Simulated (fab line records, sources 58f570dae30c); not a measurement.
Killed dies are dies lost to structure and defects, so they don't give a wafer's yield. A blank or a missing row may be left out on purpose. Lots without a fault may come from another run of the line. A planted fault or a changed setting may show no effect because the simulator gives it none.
Which tool did it? | flow berkeley_cmos170 | 7 lots, 21 wafers sampled, at 2 steps of a route of 331

WHAT THE GAUGES READ, wafer by wafer
UCB170_PFIELD_TW_MEAS_09.
lot  | measured    | on            | PFIELD_TW
L919 | day 5 13:30 | film_metro-04 | 588 591 590
L918 | day 5 13:46 | film_metro-04 | 592 592 593
L927 | day 6 23:14 | film_metro-03 | 610 614 612
L932 | day 8 03:05 | film_metro-02 | 603 602 600
L931 | day 8 03:38 | film_metro-03 | 610 612 612
L934 | day 8 20:01 | film_metro-04 | 593 594 593
L939 | day 9 14:37 | film_metro-03 | 613 610 616

WHICH TOOL RAN EACH LOT (tool, then ch and the chambers of the sampled wafers, then the start)
lot  | UCB170_PFIELD_STRIP_08
L919 | plasma_asher-02 ch 0,1, day 5 13:24
L918 | plasma_asher-02 ch 0,1, day 5 13:40
L927 | plasma_asher-03 ch 1, day 6 23:08
L932 | plasma_asher-01 ch 0,1, day 8 02:59
L931 | plasma_asher-03 ch 0,1, day 8 03:32
L934 | plasma_asher-02 ch 0,1, day 8 19:55
L939 | plasma_asher-02 ch 0,1, day 9 14:31
- UCB170_PFIELD_STRIP_08: strips in O2.

THE ANSWER, worked out from the rows above alone
Rule: what is usual is taken from the lots themselves. Put in order of their means at a reading, lots are off if they are a third of the lots or fewer, leave a main group of 4 or more, and stand apart from it by a gap of 3 or more times the standard deviation of the main group's means; of several such gaps the widest counts. A main group whose means are all the same, to the digits that the tables above print for the reading, isn't used. A lot without any number at a reading at which 4 lots or more have one is off too. The other lots that the step has rows for count as sound.
No lot is off at any reading shown: from this, nothing can be told.

WHAT THE SIMULATOR HAD PUT IN
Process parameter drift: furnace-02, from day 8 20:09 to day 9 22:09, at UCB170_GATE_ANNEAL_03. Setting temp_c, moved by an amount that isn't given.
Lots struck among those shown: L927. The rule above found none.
